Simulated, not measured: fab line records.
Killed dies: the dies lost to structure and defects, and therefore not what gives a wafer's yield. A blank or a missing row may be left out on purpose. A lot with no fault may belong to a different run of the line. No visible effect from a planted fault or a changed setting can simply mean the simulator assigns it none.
What tool caused it? + flow rit cmos + 7 lots, 21 wafers sampled, at 1 step of a route of 202

## WHAT EACH GAUGE READ, for each wafer
RIT_NWELL_OVL_MEAS_06.
| lot  | measured    | on         | NWELL_OVL (nm) |
|------|-------------|------------|----------------|
| L132 | day 2 23:28 | overlay-01 | 2.2 -0.1 0.1   |
| L136 | day 3 19:32 | overlay-01 | -0.5 0.9 2.9   |
| L138 | day 4 07:05 | overlay-01 | 3.6 1.4 1.7    |
| L143 | day 5 07:03 | overlay-01 | 1.7 1.5 2.0    |
| L146 | day 5 21:01 | overlay-01 | 0.1 -0.5 0.0   |
| L148 | day 6 07:23 | overlay-02 | -0.8 0.2 0.3   |
| L150 | day 6 16:36 | overlay-02 | -0.7 -1.5 0.2  |

## WHAT TOOL EACH LOT RAN ON (gives the tool, then ch and the chambers of the sampled wafers, and finally the start)
The record holds no process step before these readings.

## THE ANSWER, worked out from the rows above alone
Rule: usual is defined by the lots themselves. Put in order of their means at a reading, lots are off if they are a third of the lots or fewer, leave a main group of 4 or more, and stand apart from it by a gap of 3 or more times the standard deviation of the main group's means; of several such gaps the widest counts. A main group is skipped when, at the precision printed for the reading in the tables above, its means are all equal. A lot without any number at a reading at which 4 lots or more have one is off too. All remaining lots with rows at the step are treated as sound.
Across all readings shown, no lot is off: no conclusion can be drawn from this.

## WHAT THE SIMULATOR HAD PUT IN
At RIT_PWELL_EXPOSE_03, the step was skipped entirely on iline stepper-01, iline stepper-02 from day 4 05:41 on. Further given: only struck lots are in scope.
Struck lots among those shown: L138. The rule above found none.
